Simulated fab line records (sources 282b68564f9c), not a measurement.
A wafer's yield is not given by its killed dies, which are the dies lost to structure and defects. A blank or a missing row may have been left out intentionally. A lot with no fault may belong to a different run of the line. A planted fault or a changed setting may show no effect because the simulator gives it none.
The tool behind it: which one? + flow ritCmos + 14 lots, 42 wafers sampled, at 5 steps of a route of 202

== WHAT THE GAUGES READ, wafer by wafer ==
RIT_ACTIVE_THK_MEAS_04. Usual: ACTIVE_NITRIDE_THK 150.8 nm, standard deviation 1.7.
| lot  | measured    | on           | ACTIVE_NITRIDE_THK (nm) | flag |
|------|-------------|--------------|-------------------------|------|
| L432 | day 1 13:32 | filmMetro-04 | 150.8 152.0 152.4       |      |
| L433 | day 1 18:32 | filmMetro-04 | 149.3 148.8 149.2       |      |
| L434 | day 1 23:32 | filmMetro-04 | 150.8 152.0 151.1       |      |
| L435 | day 2 04:43 | filmMetro-01 | 149.2 149.3 148.9       |      |
| L439 | day 3 00:32 | filmMetro-01 | 152.0 153.0 151.3       |      |
| L444 | day 4 01:34 | filmMetro-04 | 149.5 150.8 150.8       |      |
| L445 | day 4 06:34 | filmMetro-01 | 150.9 151.2 149.3       |      |
| L446 | day 4 11:32 | filmMetro-01 | 150.6 149.7 150.0       |      |
| L447 | day 4 16:33 | filmMetro-01 | 150.0 152.4 151.9       |      |
| L448 | day 4 21:32 | filmMetro-04 | 151.5 151.9 151.3       |      |
| L449 | day 5 02:34 | filmMetro-04 | 151.1 150.1 150.5       |      |
| L452 | day 5 18:01 | filmMetro-04 | 151.5 151.3 153.2       |      |
| L454 | day 6 03:32 | filmMetro-04 | 150.1 149.6 149.2       |      |
| L455 | day 6 08:32 | filmMetro-04 | 147.5 147.7 147.3       |      |

RIT_PRETRO_TW_MEAS_10. Usual: PRETRO_TW 479, standard deviation 7.2.
| lot  | measured    | on           | PRETRO_TW   | flag |
|------|-------------|--------------|-------------|------|
| L432 | day 2 08:05 | filmMetro-02 | 489 487 485 |      |
| L433 | day 2 13:21 | filmMetro-02 | 487 486 488 |      |
| L434 | day 2 17:56 | filmMetro-02 | 488 485 486 |      |
| L435 | day 2 22:10 | filmMetro-01 | 478 477 479 |      |
| L439 | day 3 18:17 | filmMetro-01 | 477 476 479 |      |
| L444 | day 4 19:00 | filmMetro-01 | 479 476 478 |      |
| L445 | day 5 00:44 | filmMetro-02 | 485 488 486 |      |
| L446 | day 5 05:43 | filmMetro-04 | 467 469 468 |      |
| L447 | day 5 10:02 | filmMetro-04 | 470 469 471 |      |
| L448 | day 5 15:34 | filmMetro-04 | 471 468 467 |      |
| L449 | day 5 21:12 | filmMetro-02 | 490 488 487 |      |
| L452 | day 6 11:50 | filmMetro-01 | 486 485 482 |      |
| L454 | day 6 22:04 | filmMetro-02 | 487 488 488 |      |
| L455 | day 7 02:05 | filmMetro-04 | 470 470 469 |      |

RIT_CONTACT_THK_MEAS_01. Usual: CONTACT_TEOS_THK 399 nm, standard deviation 5.
| lot  | measured    | on           | CONTACT_TEOS_THK (nm)   | flag |
|------|-------------|--------------|-------------------------|------|
| L432 | day 3 02:35 | filmMetro-03 | 390 390 401             |      |
| L433 | day 3 08:22 | filmMetro-03 | 401 398 404             |      |
| L434 | day 3 12:28 | filmMetro-03 | 802 799 808 802 799 808 | OFF  |
| L435 | day 3 18:03 | filmMetro-03 | 395 404 401             |      |
| L439 | day 4 13:34 | filmMetro-02 | 799 788 787 798 787 787 | OFF  |
| L444 | day 5 15:50 | filmMetro-03 | 395 397 406             |      |
| L445 | day 5 19:08 | filmMetro-02 | 402 397 397             |      |
| L446 | day 6 00:50 | filmMetro-03 | 400 400 399             |      |
| L447 | day 6 04:43 | filmMetro-04 | 398 402 402             |      |
| L448 | day 6 10:05 | filmMetro-02 | 398 403 404             |      |
| L449 | day 6 16:40 | filmMetro-03 | 397 399 400             |      |
| L452 | day 7 06:55 | filmMetro-03 | 391 402 402             |      |
| L454 | day 7 18:49 | filmMetro-03 | 396 401 400             |      |
| L455 | day 7 22:47 | filmMetro-03 | 391 400 405             |      |

== WHAT TOOL EACH LOT RAN ON (gives the tool, then ch and the chambers of the sampled wafers, and finally the start) ==
| lot  | RIT_ACTIVE_STRIP_14                | RIT_CONTACT_CVD_00             |
|------|------------------------------------|--------------------------------|
| L432 | plasmaAsher-02 ch 0,1, day 1 14:50 | pecvd-03 ch 0,1,2, day 3 02:32 |
| L433 | plasmaAsher-03 ch 0,1, day 1 19:58 | pecvd-04 ch 0,2, day 3 08:19   |
| L434 | plasmaAsher-03 ch 1, day 2 01:03   | pecvd-01 ch 0,1,2, day 3 12:12 |
| L435 | plasmaAsher-03 ch 0,1, day 2 06:01 | pecvd-03 ch 0,1,2, day 3 18:00 |
| L439 | plasmaAsher-01 ch 0,1, day 3 01:50 | pecvd-04 ch 0,1,2, day 4 13:17 |
| L444 | plasmaAsher-03 ch 0,1, day 4 02:54 | pecvd-03 ch 0,1,2, day 5 15:47 |
| L445 | plasmaAsher-03 ch 0,1, day 4 07:54 | pecvd-04 ch 0,1,2, day 5 19:05 |
| L446 | plasmaAsher-03 ch 0,1, day 4 12:58 | pecvd-01 ch 0,1,2, day 6 00:47 |
| L447 | plasmaAsher-01 ch 0,1, day 4 18:02 | pecvd-03 ch 1,2, day 6 04:39   |
| L448 | plasmaAsher-03 ch 0,1, day 4 22:50 | pecvd-04 ch 0,1, day 6 09:59   |
| L449 | plasmaAsher-03 ch 0,1, day 5 04:00 | pecvd-01 ch 0,2, day 6 16:37   |
| L452 | plasmaAsher-03 ch 0,1, day 5 19:35 | pecvd-01 ch 0,1, day 7 06:52   |
| L454 | plasmaAsher-02 ch 0, day 6 04:50   | pecvd-03 ch 0,1,2, day 7 18:46 |
| L455 | plasmaAsher-03 ch 0,1, day 6 09:58 | pecvd-01 ch 0,1,2, day 7 22:43 |
- RIT_ACTIVE_STRIP_14: strips in O2, time 180 s.
- RIT_CONTACT_CVD_00: deposits SiO2 from TEOS, target thk 400 nm, time 61 s.

== WHAT THE TOOLS THEMSELVES READ (means of the sampled wafers that have a number; where no wafer has one, the mark that the record gives instead) ==
RIT_ACTIVE_STRIP_14. Usual: chamberPressureMTorr 4000 mTorr, standard deviation 3.6; drypumpMotorCurrentA 5.9 A, standard deviation 0.6.
| lot  | tool           | chamberPressureMTorr (mTorr) | drypumpMotorCurrentA (A) | flag |
|------|----------------|------------------------------|--------------------------|------|
| L432 | plasmaAsher-02 | 4003                         | 5.8                      |      |
| L433 | plasmaAsher-03 | 3999                         | 6.0                      |      |
| L434 | plasmaAsher-03 | 4001                         | 5.7                      |      |
| L435 | plasmaAsher-03 | 3998                         | 6.0                      |      |
| L439 | plasmaAsher-01 | 3999                         | 5.2                      |      |
| L444 | plasmaAsher-03 | 4002                         | 6.4                      |      |
| L445 | plasmaAsher-03 | 3998                         | 6.0                      |      |
| L446 | plasmaAsher-03 | 3997                         | 6.0                      |      |
| L447 | plasmaAsher-01 | 4001                         | 5.2                      |      |
| L448 | plasmaAsher-03 | 4003                         | 6.3                      |      |
| L449 | plasmaAsher-03 | 4001                         | 6.0                      |      |
| L452 | plasmaAsher-03 | 4000                         | 6.3                      |      |
| L454 | plasmaAsher-02 | 3997                         | 6.2                      |      |
| L455 | plasmaAsher-03 | 3999                         | 6.4                      |      |

RIT_CONTACT_CVD_00. Usual: heaterPowerW reads 321 W (standard deviation 38).
| lot  | tool     | heaterPowerW (W) | flag |
|------|----------|------------------|------|
| L432 | pecvd-03 | 324              |      |
| L433 | pecvd-04 | 327              |      |
| L434 | pecvd-01 | 320              |      |
| L435 | pecvd-03 | 315              |      |
| L439 | pecvd-04 | 347              |      |
| L444 | pecvd-03 | 301              |      |
| L445 | pecvd-04 | 335              |      |
| L446 | pecvd-01 | 327              |      |
| L447 | pecvd-03 | 317              |      |
| L448 | pecvd-04 | 342              |      |
| L449 | pecvd-01 | 298              |      |
| L452 | pecvd-01 | 298              |      |
| L454 | pecvd-03 | 324              |      |
| L455 | pecvd-01 | 318              |      |

== THE ANSWER, worked out from the rows above alone ==
Rule: lot off if the mean of its wafers having a number is beyond 3 standard deviations from the usual mean. A lot without any number at a reading at which 4 lots or more have one is off too. Any other lot the step has rows for is counted as sound. Order of review: gauges by route order, followed by the tools' own readings, for which a lot's mean as printed above is used. The first step at which some lot is off is used, and at that step the reading that is off furthest; a lot without a number counts as furthest.
Off: at RIT_CONTACT_THK_MEAS_01 (CONTACT_TEOS_THK), L434, L439.
A tool fits if, at a process step before that reading, it ran every lot that is off, and no sound lot after the first of them. Gauges at RIT_CONTACT_THK_MEAS_01: tried the same way as those tools. Of those tried, none fits.

== WHAT HAD BEEN PUT IN BY THE SIMULATOR ==
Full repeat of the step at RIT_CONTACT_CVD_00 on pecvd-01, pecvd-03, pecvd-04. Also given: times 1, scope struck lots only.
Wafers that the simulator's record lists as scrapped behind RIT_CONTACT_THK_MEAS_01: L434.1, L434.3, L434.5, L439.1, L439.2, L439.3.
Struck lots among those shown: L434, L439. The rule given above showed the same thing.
